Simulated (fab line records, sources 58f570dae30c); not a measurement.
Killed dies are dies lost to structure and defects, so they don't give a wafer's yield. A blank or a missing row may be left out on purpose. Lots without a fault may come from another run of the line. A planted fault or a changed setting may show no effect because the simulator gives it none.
fab line records | flow berkeley_cmos170
record lots=14 wafers=42 last_day=13
route steps=331 shown SACOX@97
lots that met no fault: from a run of the same line without faults
start_h: hours from the record's first day to the start of the lot's first wafer shown | wait_h: hours since the lot's step before | " the same as in the row above | L1.1+2: a row that stands for several wafers | - no value, or no start given | * or withheld: withheld | < > ~ a bound
route shown NAME@n: a module of which the file shows steps, and the number in the route of the first | usual: mean/standard deviation of fault-free wafers | same: alike in all rows | chamber/n: place in a boat | sites: the reading at each site | _std_site: their standard deviation | _edge_site: outer sites' mean less inner sites' | radius_mm: how far each site lies from the wafer's centre | mask NAME#n: copy n | behind: the tool/chamber that last shaped the wafer | hold: why the lot was held/for how many hours/how that ended | device: the transistor (n, p or np) that didn't switch | end of line: the same wafers' tests at the end of the route | a step without rows: its recipe alone | killed: dies lost to structure and defects at the first sort, not the wafer's yield | map: a wafer's dies, x killed, . not, _ none there
set.NAME: the setting as run; set.NAME@STEP: as run at that earlier step | model.NAME: the simulator's own value behind a step, which no gauge read
steps of the route over a sample of lots; a table a step, a row a wafer
## steps
# step UCB170_SACOX_CLEAN_00
# recipe chemistry=dHF dilution=25:1 time_s=7.5
# usual time_s=7.5/0
# columns lot.wafer tool chamber start_h wait_h time_s
L338.2 wet_bench-04 2 117.01 0.0 7.5
L338.4 " 2 " " 7.5
L338.6 " 2 " " 7.5
L339.3 wet_bench-04 2 117.21 0.2 7.5
L339.4 " 2 " " 7.5
L339.5 " 2 " " 7.5
L341.4 wet_bench-01 1 133.58 0.0 7.5
L341.5 " 1 " " 7.5
L341.6 " 1 " " 7.5
L344.2 wet_bench-03 0 152.27 0.0 7.5
L344.5 " 0 " " 7.5
L344.6 " 0 " " 7.5
L349.1 wet_bench-04 3 182.72 0.1 -
L349.3 " 3 " " -
L349.6 " 3 " " -
L345.1 wet_bench-01 2 182.76 0.1 -
L345.2 " 2 " " -
L345.3 " 2 " " -
L350.1 wet_bench-04 2 189.75 0.1 7.5
L350.2 " 2 " " 7.5
L350.4 " 2 " " 7.5
L351.3 wet_bench-01 0 189.76 0.0 7.5
L351.4 " 0 " " 7.5
L351.6 " 0 " " 7.5
L352.1 wet_bench-01 0 195.53 0.1 7.5
L352.3 " 0 " " 7.5
L352.6 " 0 " " 7.5
L353.1 wet_bench-01 3 195.53 0.1 7.5
L353.3 " 3 " " 7.5
L353.4 " 3 " " 7.5
L354.3 wet_bench-04 0 203.96 0.1 7.5
L354.4 " 0 " " 7.5
L354.6 " 0 " " 7.5
L356.2 wet_bench-04 3 223.17 0.0 7.5
L356.4 " 3 " " 7.5
L356.5 " 3 " " 7.5
L355.2 wet_bench-04 3 223.23 0.0 7.5
L355.3 " 3 " " 7.5
L355.5 " 3 " " 7.5
L357.1 wet_bench-04 2 223.23 0.1 7.5
L357.2 " 2 " " 7.5
L357.3 " 2 " " 7.5
## key
first_sign step=UCB170_SACOX_CLEAN_00 reading=tool_record direction=missing
effect none on later readings
met_at UCB170_SACOX_CLEAN_00
struck_lots L345,L349
tester_left_out L345,L349
onset_between 133.58 182.72
fault kind=skipped_step_whole tool=wet_bench-01,wet_bench-04 chamber=- onset_h=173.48 steps=UCB170_SACOX_CLEAN_00 scope=struck_lots_only
# tester_left_out: of these lots the tester's yield and bins aren't shown, on N5 and GAA mostly nor the transistor test; their killed dies are dies lost to structure and defects alone, not to doping, threshold or leakage, so they don't give the yield
